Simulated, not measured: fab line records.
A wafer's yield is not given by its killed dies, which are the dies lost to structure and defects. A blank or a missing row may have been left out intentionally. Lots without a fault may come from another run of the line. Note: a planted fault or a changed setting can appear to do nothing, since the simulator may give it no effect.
A lot that was struck, set against a sound lot ; flow berkeleyCmos170 ; 14 steps out of a route of 331
Sound: wafers L390.2, L390.3, L390.6. Wafers L389.1, L389.3, L389.5 were the ones struck. The cause is given at the end.
For every step that has rows: the tool of each side, followed by ch and its chambers, followed by its first start. Under that, the readings that differ: sound wafers ; struck wafers ; difference of the means ; sigmas: that difference in standard deviations of wafers without a fault.
alike: readings whose means differ by less than 2 such deviations, and words and numbers that are the same on both sides. not compared: withheld readings, readings that some wafer has no value for, bounds like >300 that may hide the same value, and numbers for which the record gives no deviation and whose values overlap.
The two part at a step that has a row with sigmas, a row that says differs or no value, or rows on one side only. Numbers that have no deviation but don't overlap get no sigmas and don't part them. Lack of a reading on every wafer of one side parts them only where that side has two or more wafers.

UCB170_M2_STRIP_19: strips in O2.
  sound on plasmaAsher-03 ch 0,1, day 11 14:00; struck on plasmaAsher-01 ch 1, day 11 14:07
  alike: chamberPressureMTorr, drypumpMotorCurrentA, oesProductAu
  not compared: rfHoursCounterH
UCB170_M2_CD_MEAS_90: target cd 700 nm.
  sound on cdSem-02 at day 11 14:07; struck on cdSem-01 at day 11 14:13
  alike: cdNm
UCB170_V2_CVD_00: deposits SiO2 from TEOS/O2, target thk 2000 nm, time 250 s.
  sound on pecvd-01 ch 1,2, day 11 14:13; struck on pecvd-02 ch 0,1, day 11 14:20
  alike: heaterPowerW
UCB170_V2_THK_MEAS_01:
  sound on filmMetro-02 at day 11 14:23; struck on filmMetro-04 at day 11 14:29
  alike: V2_TEOS_THK
UCB170_V2_CMP_02: polishes SiO2.
  sound on cmp-02 ch 0,1,2, day 11 14:32; struck on cmp-01 ch 0,1, day 11 14:33
  alike: motorCurrentA, platenRpm, retainingRingPressureFrac
UCB170_V2_BOW_MEAS_03:
  sound on filmMetro-02 at day 11 14:45; struck on filmMetro-01 at day 11 14:51
  alike: V2_BOW
UCB170_V2_THK_MEAS_04:
  sound on filmMetro-02 at day 11 14:52; struck on filmMetro-01 at day 11 14:58
  alike: V2_POLISHED_THK
then, 5 steps without rows for these wafers: UCB170_V2_CLEAN_05 (cleans in DIW); UCB170_V2_HMDS_06 (prime time 60 s); UCB170_V2_COAT_07 (resist thk 900 nm); UCB170_V2_SOFTBAKE_08 (time 60 s); UCB170_V2_EXPOSE_09 (exposes mask VIA2, target cd 700 nm).
UCB170_V2_PEB_10:
  struck on lithoTrack-02, day 11 16:01; sound on lithoTrack-04 ch 0, day 11 15:41
  no value came back on the struck wafers for chillPlateTempC (C), exhaustPa (Pa), resistLineTempC (C); on the sound wafers chillPlateTempC (C) reads 22.91 22.97 23.01
then, 1 step without rows for these wafers: UCB170_V2_DEVELOP_11 (develop time 45 s).

## WHERE THEY PART
Within this record, at UCB170_V2_PEB_10 only.

WHY: what the simulator had put in
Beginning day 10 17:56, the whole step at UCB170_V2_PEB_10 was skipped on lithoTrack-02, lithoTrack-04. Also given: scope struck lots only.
